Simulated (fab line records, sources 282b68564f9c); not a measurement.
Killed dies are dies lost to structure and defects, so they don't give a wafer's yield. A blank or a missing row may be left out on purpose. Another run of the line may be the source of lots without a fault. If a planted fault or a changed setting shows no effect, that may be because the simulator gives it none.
fab line records / flow rit-cmos
record: lots: 6 wafers: 18 last-day: 7
route steps=202 shown GATE@83 M1@202
lots that met no fault: taken from a fault-free run of the same line
start-h: hours from the record's opening day to when the first of the lot's shown wafers began / wait-h: hours from the lot's prior step to this one / " unchanged from the row above / L1.1+2: several wafers, shown together as one row / - no value, or no start was given / * or withheld: withheld / < > ~ a bound
route shown NAME@n: NAME is a module with steps in the file, n the number in the route of the first one / usual: mean/standard deviation taken from wafers without a fault / same: alike in all rows / chamber/n: place in a boat / sites: the reading at each site / _std_site: the values' standard deviation / _edge_site: mean of outer sites minus mean of inner sites / radius-mm: how far each site lies from the wafer's centre / mask NAME#n: copy n / behind: the tool/chamber that last shaped the wafer / hold: the reason the lot was held/the length of the hold in hours/how it ended / device: which transistor (n, p or np) failed to switch / end of line: tests run on the same wafers once the route is complete / where a step has no rows: the recipe by itself / killed: dies lost to structure and defects at the first sort, not the wafer's yield / map: dies across one wafer; x = killed, . = not, _ = none there
set.NAME: the setting as run; set.NAME@STEP: as run at that earlier step / model.NAME: the simulator's own value behind a step, which no gauge read
lots seen at some steps along the route; tables by step, rows by wafer
services: when a tool's chamber went out of use (start-h, in hours from the record's first day, below 0 if earlier), for how many hours, and the reason
== steps ==
step: RIT_GATE_THK_MEAS_07
recipe: reads: SiO2_of_GATE_OXIDATION_05
usual: GATE_OXIDE_THK: 3.03/0.055
lot.wafer=L845.1 tool=film-metro-03 chamber=- start-h=33.44 wait-h=0.0 GATE_OXIDE_THK[nm]=3.01
lot.wafer=L845.3 tool=film-metro-03 chamber=- start-h=33.44 wait-h=0.0 GATE_OXIDE_THK[nm]=3.02
lot.wafer=L845.6 tool=film-metro-03 chamber=- start-h=33.44 wait-h=0.0 GATE_OXIDE_THK[nm]=3.03
lot.wafer=L848.2 tool=film-metro-03 chamber=- start-h=49.65 wait-h=0.0 GATE_OXIDE_THK[nm]=3.00
lot.wafer=L848.4 tool=film-metro-03 chamber=- start-h=49.65 wait-h=0.0 GATE_OXIDE_THK[nm]=3.05
lot.wafer=L848.6 tool=film-metro-03 chamber=- start-h=49.65 wait-h=0.0 GATE_OXIDE_THK[nm]=3.02
lot.wafer=L857.2 tool=film-metro-04 chamber=- start-h=93.97 wait-h=0.0 GATE_OXIDE_THK[nm]=3.11
lot.wafer=L857.3 tool=film-metro-04 chamber=- start-h=93.97 wait-h=0.0 GATE_OXIDE_THK[nm]=3.08
lot.wafer=L857.4 tool=film-metro-04 chamber=- start-h=93.97 wait-h=0.0 GATE_OXIDE_THK[nm]=3.10
lot.wafer=L859.1 tool=film-metro-01 chamber=- start-h=105.64 wait-h=0.0 GATE_OXIDE_THK[nm]=2.95
lot.wafer=L859.2 tool=film-metro-01 chamber=- start-h=105.64 wait-h=0.0 GATE_OXIDE_THK[nm]=2.99
lot.wafer=L859.5 tool=film-metro-01 chamber=- start-h=105.64 wait-h=0.0 GATE_OXIDE_THK[nm]=2.99
lot.wafer=L864.2 tool=film-metro-03 chamber=- start-h=130.21 wait-h=0.0 GATE_OXIDE_THK[nm]=3.03
lot.wafer=L864.4 tool=film-metro-03 chamber=- start-h=130.21 wait-h=0.0 GATE_OXIDE_THK[nm]=3.12
lot.wafer=L864.5 tool=film-metro-03 chamber=- start-h=130.21 wait-h=0.0 GATE_OXIDE_THK[nm]=3.04
lot.wafer=L866.2 tool=film-metro-03 chamber=- start-h=140.50 wait-h=0.0 GATE_OXIDE_THK[nm]=3.07
lot.wafer=L866.3 tool=film-metro-03 chamber=- start-h=140.50 wait-h=0.0 GATE_OXIDE_THK[nm]=3.10
lot.wafer=L866.5 tool=film-metro-03 chamber=- start-h=140.50 wait-h=0.0 GATE_OXIDE_THK[nm]=3.03
step: RIT_GATE_CVD_08
recipe: material: poly-Si target-thk-nm: 250 temp-c: 610 precursor: SiH4 time-s: 2220 pressure-mtorr: 300 sih4-flow-sccm: 100
step: RIT_GATE_THK_MEAS_09
recipe: reads: poly-Si_of_GATE_CVD_08
usual: GATE_POLY_THK: 249.9/2
lot.wafer=L845.1 tool=film-metro-01 chamber=- start-h=35.11 wait-h=0.0 GATE_POLY_THK[nm]=248.0
lot.wafer=L845.3 tool=film-metro-01 chamber=- start-h=35.11 wait-h=0.0 GATE_POLY_THK[nm]=248.9
lot.wafer=L845.6 tool=film-metro-01 chamber=- start-h=35.11 wait-h=0.0 GATE_POLY_THK[nm]=248.0
lot.wafer=L848.2 tool=film-metro-01 chamber=- start-h=51.33 wait-h=0.0 GATE_POLY_THK[nm]=249.8
lot.wafer=L848.4 tool=film-metro-01 chamber=- start-h=51.33 wait-h=0.0 GATE_POLY_THK[nm]=247.8
lot.wafer=L848.6 tool=film-metro-01 chamber=- start-h=51.33 wait-h=0.0 GATE_POLY_THK[nm]=249.6
lot.wafer=L857.2 tool=film-metro-04 chamber=- start-h=95.64 wait-h=0.0 GATE_POLY_THK[nm]=253.2
lot.wafer=L857.3 tool=film-metro-04 chamber=- start-h=95.64 wait-h=0.0 GATE_POLY_THK[nm]=251.4
lot.wafer=L857.4 tool=film-metro-04 chamber=- start-h=95.64 wait-h=0.0 GATE_POLY_THK[nm]=250.4
lot.wafer=L859.1 tool=film-metro-01 chamber=- start-h=107.32 wait-h=0.0 GATE_POLY_THK[nm]=252.0
lot.wafer=L859.2 tool=film-metro-01 chamber=- start-h=107.32 wait-h=0.0 GATE_POLY_THK[nm]=248.4
lot.wafer=L859.5 tool=film-metro-01 chamber=- start-h=107.32 wait-h=0.0 GATE_POLY_THK[nm]=252.2
lot.wafer=L864.2 tool=film-metro-04 chamber=- start-h=131.88 wait-h=0.0 GATE_POLY_THK[nm]=251.2
lot.wafer=L864.4 tool=film-metro-04 chamber=- start-h=131.88 wait-h=0.0 GATE_POLY_THK[nm]=248.9
lot.wafer=L864.5 tool=film-metro-04 chamber=- start-h=131.88 wait-h=0.0 GATE_POLY_THK[nm]=251.0
lot.wafer=L866.2 tool=film-metro-03 chamber=- start-h=142.27 wait-h=0.0 GATE_POLY_THK[nm]=249.3
lot.wafer=L866.3 tool=film-metro-03 chamber=- start-h=142.27 wait-h=0.0 GATE_POLY_THK[nm]=250.0
lot.wafer=L866.5 tool=film-metro-03 chamber=- start-h=142.27 wait-h=0.0 GATE_POLY_THK[nm]=249.3
step: RIT_GATE_HMDS_10
recipe: prime-time-s: 60 prime-temp-c: 140
step: RIT_GATE_COAT_11
recipe: resist: NOVOLAK spin-rpm: 4250 resist-thk-nm: 850
step: RIT_GATE_SOFTBAKE_12
recipe: resist: NOVOLAK temp-c: 90 time-s: 60
step: RIT_GATE_EXPOSE_13
recipe: mask-id: M6 na: 0.6 source-shape: conventional sigma-outer: 0.6 target-cd-nm: 150 dose-mj: 380
step: RIT_GATE_PEB_14
recipe: resist: NOVOLAK temp-c: withheld time-s: withheld
step: RIT_GATE_DEVELOP_15
recipe: resist: NOVOLAK develop-time-s: 50 dev-temp-c: 23
step: RIT_GATE_CD_MEAS_16
recipe: target-cd-nm: 150
usual: cd-nm: 152.3/2.1
lot.wafer=L845.1 tool=cd-sem-01 chamber=- start-h=36.02 wait-h=- cd-nm=149.2
lot.wafer=L845.3 tool=cd-sem-01 chamber=- start-h=36.02 wait-h=- cd-nm=150.1
lot.wafer=L845.6 tool=cd-sem-01 chamber=- start-h=36.02 wait-h=- cd-nm=151.1
lot.wafer=L848.2 tool=cd-sem-02 chamber=- start-h=52.63 wait-h=- cd-nm=149.4
lot.wafer=L848.4 tool=cd-sem-02 chamber=- start-h=52.63 wait-h=- cd-nm=152.7
lot.wafer=L848.6 tool=cd-sem-02 chamber=- start-h=52.63 wait-h=- cd-nm=152.4
lot.wafer=L857.2 tool=cd-sem-02 chamber=- start-h=96.69 wait-h=- cd-nm=151.1
lot.wafer=L857.3 tool=cd-sem-02 chamber=- start-h=96.69 wait-h=- cd-nm=153.0
lot.wafer=L857.4 tool=cd-sem-02 chamber=- start-h=96.69 wait-h=- cd-nm=150.7
lot.wafer=L859.1 tool=cd-sem-01 chamber=- start-h=108.37 wait-h=- cd-nm=149.8
lot.wafer=L859.2 tool=cd-sem-01 chamber=- start-h=108.37 wait-h=- cd-nm=150.0
lot.wafer=L859.5 tool=cd-sem-01 chamber=- start-h=108.37 wait-h=- cd-nm=149.3
lot.wafer=L864.2 tool=cd-sem-01 chamber=- start-h=132.80 wait-h=- cd-nm=154.5
lot.wafer=L864.4 tool=cd-sem-01 chamber=- start-h=132.80 wait-h=- cd-nm=154.1
lot.wafer=L864.5 tool=cd-sem-01 chamber=- start-h=132.80 wait-h=- cd-nm=156.0
lot.wafer=L866.2 tool=cd-sem-01 chamber=- start-h=143.59 wait-h=- cd-nm=150.2
lot.wafer=L866.3 tool=cd-sem-01 chamber=- start-h=143.59 wait-h=- cd-nm=151.9
lot.wafer=L866.5 tool=cd-sem-01 chamber=- start-h=143.59 wait-h=- cd-nm=149.9
step: RIT_GATE_OVL_MEAS_17
usual: GATE_OVL: 1.1/1.9
lot.wafer=L845.1 tool=overlay-01 chamber=- start-h=36.14 wait-h=0.1 GATE_OVL[nm]=2.2
lot.wafer=L845.3 tool=overlay-01 chamber=- start-h=36.14 wait-h=0.1 GATE_OVL[nm]=3.0
lot.wafer=L845.6 tool=overlay-01 chamber=- start-h=36.14 wait-h=0.1 GATE_OVL[nm]=0.5
lot.wafer=L848.2 tool=overlay-01 chamber=- start-h=52.74 wait-h=0.1 GATE_OVL[nm]=2.3
lot.wafer=L848.4 tool=overlay-01 chamber=- start-h=52.74 wait-h=0.1 GATE_OVL[nm]=-0.7
lot.wafer=L848.6 tool=overlay-01 chamber=- start-h=52.74 wait-h=0.1 GATE_OVL[nm]=-0.6
lot.wafer=L857.2 tool=overlay-01 chamber=- start-h=96.80 wait-h=0.1 GATE_OVL[nm]=0.7
lot.wafer=L857.3 tool=overlay-01 chamber=- start-h=96.80 wait-h=0.1 GATE_OVL[nm]=-1.0
lot.wafer=L857.4 tool=overlay-01 chamber=- start-h=96.80 wait-h=0.1 GATE_OVL[nm]=-0.1
lot.wafer=L859.1 tool=overlay-02 chamber=- start-h=108.49 wait-h=0.1 GATE_OVL[nm]=-1.2
lot.wafer=L859.2 tool=overlay-02 chamber=- start-h=108.49 wait-h=0.1 GATE_OVL[nm]=-0.2
lot.wafer=L859.5 tool=overlay-02 chamber=- start-h=108.49 wait-h=0.1 GATE_OVL[nm]=0.1
lot.wafer=L864.2 tool=overlay-01 chamber=- start-h=132.91 wait-h=0.1 GATE_OVL[nm]=3.5
lot.wafer=L864.4 tool=overlay-01 chamber=- start-h=132.91 wait-h=0.1 GATE_OVL[nm]=2.6
lot.wafer=L864.5 tool=overlay-01 chamber=- start-h=132.91 wait-h=0.1 GATE_OVL[nm]=3.2
lot.wafer=L866.2 tool=overlay-02 chamber=- start-h=143.70 wait-h=0.1 GATE_OVL[nm]=0.0
lot.wafer=L866.3 tool=overlay-02 chamber=- start-h=143.70 wait-h=0.1 GATE_OVL[nm]=1.1
lot.wafer=L866.5 tool=overlay-02 chamber=- start-h=143.70 wait-h=0.1 GATE_OVL[nm]=-1.1
step: RIT_GATE_HARDBAKE_18
recipe: resist: NOVOLAK temp-c: 140 time-s: 60
step: RIT_GATE_ETCH_19
recipe: chemistry: SF6/CHF3/O2 time-s: 165 SF6_flow_sccm: 30 CHF3_flow_sccm: 30 O2_flow_sccm: 5 target: poly-Si pressure-mtorr: 40 rf-w: 160 target-depth-a: 3125 over-etch-frac: 0.25 stop-on: SiO2
usual: drypump-motor-current-A: 5.5/0.41 he-backside-leak-sccm: 2.62/0.3 oes-product-au: 0.844/0.01 over-etch-frac: 0.25/0 throttle-valve-pct: 10.23/0.15
lot.wafer=L845.1 tool=rie-si-01 chamber=1 start-h=36.33 wait-h=0.1 drypump-motor-current-A=5.5 he-backside-leak-sccm=2.63 oes-product-au=0.843 over-etch-frac=0.25 rf-hours-counter-h=0 throttle-valve-pct=10.07 model.NOVOLAK_of_GATE_COAT_11.thk-nm=673.2
lot.wafer=L845.3 tool=rie-si-01 chamber=0 start-h=36.33 wait-h=0.1 drypump-motor-current-A=5.4 he-backside-leak-sccm=2.82 oes-product-au=0.846 over-etch-frac=0.25 rf-hours-counter-h=44 throttle-valve-pct=10.28 model.NOVOLAK_of_GATE_COAT_11.thk-nm=677
lot.wafer=L845.6 tool=rie-si-01 chamber=1 start-h=36.33 wait-h=0.1 drypump-motor-current-A=5.5 he-backside-leak-sccm=2.59 oes-product-au=0.838 over-etch-frac=0.25 rf-hours-counter-h=- throttle-valve-pct=10.08 model.NOVOLAK_of_GATE_COAT_11.thk-nm=671
lot.wafer=L848.2 tool=rie-si-02 chamber=3 start-h=52.92 wait-h=0.1 drypump-motor-current-A=5.0 he-backside-leak-sccm=2.68 oes-product-au=0.831 over-etch-frac=0.25 rf-hours-counter-h=101 throttle-valve-pct=10.34 model.NOVOLAK_of_GATE_COAT_11.thk-nm=669.2
lot.wafer=L848.4 tool=rie-si-02 chamber=0 start-h=52.92 wait-h=0.1 drypump-motor-current-A=6.3 he-backside-leak-sccm=2.69 oes-product-au=0.833 over-etch-frac=0.25 rf-hours-counter-h=106 throttle-valve-pct=10.30 model.NOVOLAK_of_GATE_COAT_11.thk-nm=675.5
lot.wafer=L848.6 tool=rie-si-02 chamber=1 start-h=52.92 wait-h=0.1 drypump-motor-current-A=5.9 he-backside-leak-sccm=2.95 oes-product-au=0.860 over-etch-frac=0.25 rf-hours-counter-h=- throttle-valve-pct=9.98 model.NOVOLAK_of_GATE_COAT_11.thk-nm=669.6
lot.wafer=L857.2 tool=rie-si-01 chamber=2 start-h=96.98 wait-h=0.1 drypump-motor-current-A=5.7 he-backside-leak-sccm=2.39 oes-product-au=0.770 over-etch-frac=0.47817 rf-hours-counter-h=66 throttle-valve-pct=10.48 model.NOVOLAK_of_GATE_COAT_11.thk-nm=657.6
lot.wafer=L857.3 tool=rie-si-01 chamber=0 start-h=96.98 wait-h=0.1 drypump-motor-current-A=5.4 he-backside-leak-sccm=2.89 oes-product-au=0.760 over-etch-frac=0.47817 rf-hours-counter-h=44 throttle-valve-pct=10.30 model.NOVOLAK_of_GATE_COAT_11.thk-nm=658
lot.wafer=L857.4 tool=rie-si-01 chamber=1 start-h=96.98 wait-h=0.1 drypump-motor-current-A=5.5 he-backside-leak-sccm=2.56 oes-product-au=0.757 over-etch-frac=0.47817 rf-hours-counter-h=1 throttle-valve-pct=10.06 model.NOVOLAK_of_GATE_COAT_11.thk-nm=655
lot.wafer=L859.1 tool=rie-si-01 chamber=1 start-h=108.68 wait-h=0.1 drypump-motor-current-A=5.5 he-backside-leak-sccm=2.36 oes-product-au=0.754 over-etch-frac=0.47817 rf-hours-counter-h=1 throttle-valve-pct=10.06 model.NOVOLAK_of_GATE_COAT_11.thk-nm=650.2
lot.wafer=L859.2 tool=rie-si-01 chamber=0 start-h=108.68 wait-h=0.1 drypump-motor-current-A=5.4 he-backside-leak-sccm=2.76 oes-product-au=0.755 over-etch-frac=0.47817 rf-hours-counter-h=44 throttle-valve-pct=10.28 model.NOVOLAK_of_GATE_COAT_11.thk-nm=655.3
lot.wafer=L859.5 tool=rie-si-01 chamber=1 start-h=108.68 wait-h=0.1 drypump-motor-current-A=5.5 he-backside-leak-sccm=2.29 oes-product-au=0.764 over-etch-frac=0.47817 rf-hours-counter-h=- throttle-valve-pct=10.06 model.NOVOLAK_of_GATE_COAT_11.thk-nm=651.8
lot.wafer=L864.2 tool=rie-si-02 chamber=1 start-h=133.09 wait-h=0.1 drypump-motor-current-A=5.9 he-backside-leak-sccm=3.08 oes-product-au=0.853 over-etch-frac=0.25 rf-hours-counter-h=53 throttle-valve-pct=10.01 model.NOVOLAK_of_GATE_COAT_11.thk-nm=666.6
lot.wafer=L864.4 tool=rie-si-02 chamber=2 start-h=133.09 wait-h=0.1 drypump-motor-current-A=4.9 he-backside-leak-sccm=2.19 oes-product-au=0.830 over-etch-frac=0.25 rf-hours-counter-h=10 throttle-valve-pct=10.20 model.NOVOLAK_of_GATE_COAT_11.thk-nm=672
lot.wafer=L864.5 tool=rie-si-02 chamber=3 start-h=133.09 wait-h=0.1 drypump-motor-current-A=5.0 he-backside-leak-sccm=2.80 oes-product-au=0.830 over-etch-frac=0.25 rf-hours-counter-h=- throttle-valve-pct=10.34 model.NOVOLAK_of_GATE_COAT_11.thk-nm=666.3
lot.wafer=L866.2 tool=rie-si-02 chamber=0 start-h=143.88 wait-h=0.1 drypump-motor-current-A=6.3 he-backside-leak-sccm=2.82 oes-product-au=0.836 over-etch-frac=0.25 rf-hours-counter-h=107 throttle-valve-pct=10.31 model.NOVOLAK_of_GATE_COAT_11.thk-nm=672.3
lot.wafer=L866.3 tool=rie-si-02 chamber=1 start-h=143.88 wait-h=0.1 drypump-motor-current-A=5.9 he-backside-leak-sccm=3.06 oes-product-au=0.856 over-etch-frac=0.25 rf-hours-counter-h=53 throttle-valve-pct=9.98 model.NOVOLAK_of_GATE_COAT_11.thk-nm=670
lot.wafer=L866.5 tool=rie-si-02 chamber=2 start-h=143.88 wait-h=0.1 drypump-motor-current-A=4.9 he-backside-leak-sccm=2.22 oes-product-au=0.835 over-etch-frac=0.25 rf-hours-counter-h=- throttle-valve-pct=10.20 model.NOVOLAK_of_GATE_COAT_11.thk-nm=674.3
step: RIT_GATE_STRIP_20
recipe: chemistry: O2 time-s: 180 resist: NOVOLAK platen-temp-c: withheld power-w: 500 pressure-mtorr: 4000 o2-flow-sccm: 4000
usual: drypump-motor-current-A: 5.8/0.4 o2-flow-sccm: 3999/12
lot.wafer=L845.1 tool=plasma-asher-01 chamber=1 start-h=36.44 wait-h=0.1 drypump-motor-current-A=5.9 o2-flow-sccm=4011 rf-hours-counter-h=42
lot.wafer=L845.3 tool=plasma-asher-01 chamber=0 start-h=36.44 wait-h=0.1 drypump-motor-current-A=5.8 o2-flow-sccm=3980 rf-hours-counter-h=-
lot.wafer=L845.6 tool=plasma-asher-01 chamber=0 start-h=36.44 wait-h=0.1 drypump-motor-current-A=5.8 o2-flow-sccm=3984 rf-hours-counter-h=-
lot.wafer=L848.2 tool=plasma-asher-02 chamber=1 start-h=53.03 wait-h=0.1 drypump-motor-current-A=6.2 o2-flow-sccm=3995 rf-hours-counter-h=42
lot.wafer=L848.4 tool=plasma-asher-02 chamber=0 start-h=53.03 wait-h=0.1 drypump-motor-current-A=5.4 o2-flow-sccm=3984 rf-hours-counter-h=-
lot.wafer=L848.6 tool=plasma-asher-02 chamber=0 start-h=53.03 wait-h=0.1 drypump-motor-current-A=5.4 o2-flow-sccm=3993 rf-hours-counter-h=-
lot.wafer=L857.2 tool=plasma-asher-01 chamber=1 start-h=97.08 wait-h=0.1 drypump-motor-current-A=5.9 o2-flow-sccm=4011 rf-hours-counter-h=48
lot.wafer=L857.3 tool=plasma-asher-01 chamber=0 start-h=97.08 wait-h=0.1 drypump-motor-current-A=5.8 o2-flow-sccm=4012 rf-hours-counter-h=-
lot.wafer=L857.4 tool=plasma-asher-01 chamber=1 start-h=97.08 wait-h=0.1 drypump-motor-current-A=5.9 o2-flow-sccm=4008 rf-hours-counter-h=-
lot.wafer=L859.1 tool=plasma-asher-04 chamber=0 start-h=108.78 wait-h=0.1 drypump-motor-current-A=6.3 o2-flow-sccm=4001 rf-hours-counter-h=30
lot.wafer=L859.2 tool=plasma-asher-04 chamber=1 start-h=108.78 wait-h=0.1 drypump-motor-current-A=5.2 o2-flow-sccm=3978 rf-hours-counter-h=30
lot.wafer=L859.5 tool=plasma-asher-04 chamber=0 start-h=108.78 wait-h=0.1 drypump-motor-current-A=6.4 o2-flow-sccm=3999 rf-hours-counter-h=-
lot.wafer=L864.2 tool=plasma-asher-01 chamber=0 start-h=133.20 wait-h=0.1 drypump-motor-current-A=5.8 o2-flow-sccm=4000 rf-hours-counter-h=52
lot.wafer=L864.4 tool=plasma-asher-01 chamber=1 start-h=133.20 wait-h=0.1 drypump-motor-current-A=5.9 o2-flow-sccm=4034 rf-hours-counter-h=-
lot.wafer=L864.5 tool=plasma-asher-01 chamber=0 start-h=133.20 wait-h=0.1 drypump-motor-current-A=5.8 o2-flow-sccm=4006 rf-hours-counter-h=-
lot.wafer=L866.2 tool=plasma-asher-02 chamber=1 start-h=143.99 wait-h=0.1 drypump-motor-current-A=6.2 o2-flow-sccm=3985 rf-hours-counter-h=3
lot.wafer=L866.3 tool=plasma-asher-02 chamber=0 start-h=143.99 wait-h=0.1 drypump-motor-current-A=5.4 o2-flow-sccm=3998 rf-hours-counter-h=-
lot.wafer=L866.5 tool=plasma-asher-02 chamber=1 start-h=143.99 wait-h=0.1 drypump-motor-current-A=6.1 o2-flow-sccm=3980 rf-hours-counter-h=-
step: RIT_M1_PROBE_99
usual: killed-at-contacts: 0.1/0.27 killed-at-front-end: 6.4/2.9 killed-dies: 6.5/3 killed-open: 3.3/1.9 killed-short: 3.2/1.7
same: gross-dies: 264 killed_at_M0_to_M3: 0 killed_at_M4_up: 0 killed-at-back-side: 0 killed-at-other: 0
lot.wafer=L848.2 tool=prober-01 chamber=- start-h=73.54 wait-h=0.1 killed-at-contacts=0 killed-at-front-end=7 killed-dies=7 killed-open=4 killed-short=3
lot.wafer=L848.4 tool=prober-01 chamber=- start-h=73.64 wait-h=0.2 killed-at-contacts=0 killed-at-front-end=5 killed-dies=5 killed-open=4 killed-short=1
lot.wafer=L848.6 tool=prober-01 chamber=- start-h=73.74 wait-h=0.2 killed-at-contacts=0 killed-at-front-end=8 killed-dies=8 killed-open=2 killed-short=6
lot.wafer=L857.2 tool=prober-02 chamber=- start-h=118.89 wait-h=0.1 killed-at-contacts=0 killed-at-front-end=6 killed-dies=6 killed-open=4 killed-short=2
lot.wafer=L857.3 tool=prober-02 chamber=- start-h=118.94 wait-h=0.2 killed-at-contacts=0 killed-at-front-end=9 killed-dies=9 killed-open=4 killed-short=5
lot.wafer=L857.4 tool=prober-02 chamber=- start-h=118.99 wait-h=0.2 killed-at-contacts=0 killed-at-front-end=7 killed-dies=7 killed-open=3 killed-short=4
lot.wafer=L864.2 tool=prober-01 chamber=- start-h=153.68 wait-h=0.1 killed-at-contacts=0 killed-at-front-end=0 killed-dies=0 killed-open=0 killed-short=0
lot.wafer=L864.4 tool=prober-01 chamber=- start-h=153.78 wait-h=0.2 killed-at-contacts=1 killed-at-front-end=4 killed-dies=5 killed-open=2 killed-short=3
lot.wafer=L864.5 tool=prober-01 chamber=- start-h=153.83 wait-h=0.2 killed-at-contacts=0 killed-at-front-end=6 killed-dies=6 killed-open=3 killed-short=3
lot.wafer=L866.2 tool=prober-01 chamber=- start-h=166.42 wait-h=0.1 killed-at-contacts=0 killed-at-front-end=4 killed-dies=4 killed-open=1 killed-short=3
lot.wafer=L866.3 tool=prober-01 chamber=- start-h=166.47 wait-h=0.2 killed-at-contacts=0 killed-at-front-end=6 killed-dies=6 killed-open=5 killed-short=1
lot.wafer=L866.5 tool=prober-01 chamber=- start-h=166.57 wait-h=0.2 killed-at-contacts=0 killed-at-front-end=1 killed-dies=1 killed-open=0 killed-short=1
killed by level:class
L848.2 GATE:geometric-particle:open=3 FOX1:geometric-particle:short=1 SPACER:geometric-particle:open=1 SPACER:geometric-particle:short=1 SILICIDE:geometric-particle:short=1
L848.4 GATE:geometric-particle:open=3 GATE:geometric-particle:short=1 SILICIDE:geometric-particle:open=1
L848.6 GATE:geometric-particle:short=4 GATE:geometric-particle:open=2 FOX1:geometric-particle:short=1 REOX:geometric-particle:short=1
L857.2 FOX2:geometric-particle:open=2 SPACER:geometric-particle:open=2 SPACER:geometric-particle:short=2
L857.3 GATE:geometric-particle:open=2 SPACER:geometric-particle:short=2 FOX1:geometric-particle:open=1 FOX2:geometric-particle:short=1 GATE:geometric-particle:short=1 SPACER:geometric-particle:open=1 SILICIDE:geometric-particle:short=1
L857.4 FOX1:geometric-particle:short=2 GATE:geometric-particle:open=2 REOX:geometric-particle:short=2 SPACER:geometric-particle:open=1
L864.4 FOX1:geometric-particle:open=1 GATE:geometric-particle:short=1 GATE:geometric-particle:open=1 SILICIDE:geometric-particle:short=1 CONTACT:geometric-particle:short=1
L864.5 SPACER:geometric-particle:short=2 FOX2:geometric-particle:open=1 REOX:geometric-particle:short=1 REOX:geometric-particle:open=1 SILICIDE:geometric-particle:open=1
L866.2 SILICIDE:geometric-particle:short=2 FOX2:geometric-particle:short=1 GATE:geometric-particle:open=1
L866.3 GATE:geometric-particle:open=3 FOX1:geometric-particle:open=1 GATE:geometric-particle:short=1 SILICIDE:geometric-particle:open=1
L866.5 GATE:geometric-particle:short=1
== services ==
tool=rie-si-01 chamber=2 start-h=20.32 hours=13.3 kind=repair
tool=plasma-asher-01 chamber=- start-h=27.67 hours=0.6 kind=repair
tool=rie-si-02 chamber=- start-h=63.42 hours=0.7 kind=repair
tool=rie-si-01 chamber=3 start-h=64.73 hours=- kind=clean
tool=rie-si-01 chamber=3 start-h=64.73 hours=20.7 kind=scheduled-down
tool=rie-si-01 chamber=3 start-h=64.73 hours=20.7 kind=vent-cycle
tool=rie-si-01 chamber=0 start-h=90.34 hours=3.0 kind=repair
tool=plasma-asher-02 chamber=- start-h=108.75 hours=9.0 kind=pm
tool=plasma-asher-02 chamber=0 start-h=108.75 hours=9.0 kind=vent-cycle
tool=plasma-asher-02 chamber=1 start-h=108.75 hours=9.0 kind=vent-cycle
tool=plasma-asher-02 chamber=0 start-h=117.75 hours=- kind=clean
tool=plasma-asher-02 chamber=1 start-h=117.75 hours=- kind=clean
tool=plasma-asher-01 chamber=- start-h=144.01 hours=10.0 kind=pm
== key ==
first-sign: step: RIT_GATE_ETCH_19 reading: over-etch-frac direction: up sigmas: 99+ usual: 0.25 struck: 0.47817
effect: step: RIT_GATE_ETCH_19 reading: oes-product-au direction: down sigmas: 8 usual: 0.844 struck: 0.760
model-effect: step: RIT_GATE_ETCH_19 value: NOVOLAK_of_GATE_COAT_11.thk-nm without: 669.5 struck: 654.6
met-at RIT_GATE_ETCH_19
struck-wafers L857.2,L857.3,L857.4,L859.1,L859.2,L859.5
rows-end L859.1,L859.2,L859.5
tester-left-out L857
onset-between 36.33 96.98
fault: kind: process-parameter-drift tool: rie-si-01 chamber: - onset-h: 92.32 steps: RIT_GATE_ETCH_19 channel: over-etch-frac offset: 0.22817 shape: step end-h: 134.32 stated: 0.25
tester-left-out: of these lots the tester's yield and bins aren't shown, on N5 and GAA mostly nor the transistor test; their killed dies are dies lost to structure and defects alone, not to doping, threshold or leakage, so they don't give the yield
rows-end: these wafers met a further fault down the route, and their rows from its step on are left out
